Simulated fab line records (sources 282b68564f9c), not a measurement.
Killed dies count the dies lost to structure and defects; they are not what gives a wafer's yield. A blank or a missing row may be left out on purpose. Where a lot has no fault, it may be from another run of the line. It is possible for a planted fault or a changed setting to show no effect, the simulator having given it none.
The tool behind it: which one? / flow ritCmos / 6 lots, 18 wafers sampled, at 2 steps of a route of 202

== WHAT THE GAUGES SHOWED, per wafer ==
RIT_ACTIVE_THK_MEAS_02.
lot=L489; measured=day 1 19:02; on=filmMetro-03; ACTIVE_OXIDE_THK (nm)=45.5 45.4 45.9
lot=L491; measured=day 2 04:28; on=filmMetro-03; ACTIVE_OXIDE_THK (nm)=46.8 47.9 47.2
lot=L499; measured=day 3 19:04; on=filmMetro-04; ACTIVE_OXIDE_THK (nm)=32.8 33.0 31.4
lot=L502; measured=day 4 11:29; on=filmMetro-03; ACTIVE_OXIDE_THK (nm)=30.7 30.4 30.8
lot=L505; measured=day 5 01:05; on=filmMetro-01; ACTIVE_OXIDE_THK (nm)=46.7 46.0 46.6
lot=L508; measured=day 5 16:03; on=filmMetro-01; ACTIVE_OXIDE_THK (nm)=46.7 46.5 47.4

== TOOL THAT RAN EACH LOT (tool first, then ch and the chambers of the sampled wafers, then the start) ==
lot=L489; RIT_ACTIVE_OXIDATION_01=furnace-01 ch 0, day 1 17:06
lot=L491; RIT_ACTIVE_OXIDATION_01=furnace-04 ch 0, day 2 02:32
lot=L499; RIT_ACTIVE_OXIDATION_01=furnace-01 ch 0, day 3 17:07
lot=L502; RIT_ACTIVE_OXIDATION_01=furnace-01 ch 0, day 4 09:33
lot=L505; RIT_ACTIVE_OXIDATION_01=furnace-04 ch 0, day 4 23:09
lot=L508; RIT_ACTIVE_OXIDATION_01=furnace-02 ch 0, day 5 14:07
- RIT_ACTIVE_OXIDATION_01: target thk 46.8 nm, ox time 3360 s.

== THE ANSWER, worked out from the rows above alone ==
Rule: usual is defined by the lots themselves. Put in order of their means at a reading, lots are off if they are a third of the lots or fewer, leave a main group of 4 or more, and stand apart from it by a gap of 3 or more times the standard deviation of the main group's means; of several such gaps the widest counts. Not used: any main group whose means are identical at the precision the tables above print for the reading. A lot without any number at a reading at which 4 lots or more have one is off too. All remaining lots with rows at the step are treated as sound.
Off: L499, L502, at RIT_ACTIVE_THK_MEAS_02 (ACTIVE_OXIDE_THK). Mean 46.5 nm and standard deviation 0.63 in the main group.
If a tool, at a process step before that reading, ran all the lots that are off and no sound lot after the first of them, it fits. Gauges at RIT_ACTIVE_THK_MEAS_02: tried the same way as those tools. One fits: furnace-01 at RIT_ACTIVE_OXIDATION_01. Its last sound lot is L489 (day 1 17:06), its first lot that is off L499 (day 3 17:07): a fault that began between those two fits.

== WHAT HAD BEEN PUT IN BY THE SIMULATOR ==
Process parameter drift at RIT_ACTIVE_OXIDATION_01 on furnace-01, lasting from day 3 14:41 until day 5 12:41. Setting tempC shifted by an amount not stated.
Shown lots that were struck: L499, L502. The rule above found the same.
